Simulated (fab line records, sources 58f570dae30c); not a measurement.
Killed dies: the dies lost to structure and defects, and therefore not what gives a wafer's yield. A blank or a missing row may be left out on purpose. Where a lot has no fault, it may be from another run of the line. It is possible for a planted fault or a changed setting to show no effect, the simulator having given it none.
Comparing a struck lot with a sound one / flow berkeley cmos170 / 14 out of 331 route steps
Sound: the wafers L456.1, L456.3, L456.4. The struck wafers were L458.1, L458.5, L458.6. Last of all comes the cause.
Order at every step that has rows: each side's tool, ch and its chambers, its first start. Under that, the readings that differ: sound wafers / struck wafers / difference of the means / sigmas: that difference in standard deviations of wafers without a fault.
alike: words and numbers the same on both sides, and readings whose means are apart by under 2 such deviations; not compared: readings that were withheld, readings missing a value for some wafer, numbers with overlapping values and no deviation given by the record, and bounds like >300 which may hide the same value.
Wherever a step has rows on one side only, a row that says differs or no value, or a row with sigmas, the two part there. When numbers do not overlap yet have no deviation, they are printed without sigmas and do not part them. A reading missing from all wafers of one side parts the sides only when that side holds two or more wafers.

first, 4 steps without rows for these wafers: UCB170_NWELL_WET_ETCH_19 (etches SiO2 in BOE, time 22 s); UCB170_PWELL_CLEAN_00 (cleans in SPM, time 600 s); UCB170_PWELL_CLEAN_01 (cleans in dHF, time 60 s); UCB170_PWELL_OXIDATION_02 (target thk 26.4 nm, ox time 1321 s).
UCB170_PWELL_THK_MEAS_03:
  sound on film metro-04 at day 4 07:29; struck on film metro-04 at day 4 16:55
  alike: PWELL_OXIDE_THK
then, 2 steps without rows for these wafers: UCB170_PWELL_ANNEAL_04 (time 900 s); UCB170_PWELL_CVD_05 (deposits Si3N4 from SiH2Cl2/NH3, target thk 220 nm, time 3300 s).
UCB170_PWELL_THK_MEAS_06:
  sound on film metro-04 at day 4 13:43; struck on film metro-04 at day 5 00:29
reading=PWELL_NITRIDE_THK (nm); sound=221.8 223.1 222.4; struck=217.0 216.3 217.0; difference=-5.7; sigmas=-3
then, 4 steps without rows for these wafers: UCB170_PWELL_HMDS_07 (prime time 60 s); UCB170_PWELL_COAT_08 (resist thk 900 nm); UCB170_PWELL_SOFTBAKE_09 (time 60 s); UCB170_PWELL_EXPOSE_10 (exposes mask PWELL, target cd 3000 nm).
UCB170_PWELL_PEB_11:
  sound on litho track-03 ch 0, day 4 15:11; struck on litho track-01, day 5 01:43
  no value came back on the struck wafers for chill plate temp C (C), exhaust pa (Pa); on the sound wafers chill plate temp C (C) reads 23.01 23.04 23.03
then, 1 step without rows for these wafers: UCB170_PWELL_DEVELOP_12 (develop time 45 s).

== WHERE THEY PART ==
Earliest at UCB170_PWELL_THK_MEAS_06; latest, in this record, at UCB170_PWELL_PEB_11.

WHY: the cause the simulator had injected
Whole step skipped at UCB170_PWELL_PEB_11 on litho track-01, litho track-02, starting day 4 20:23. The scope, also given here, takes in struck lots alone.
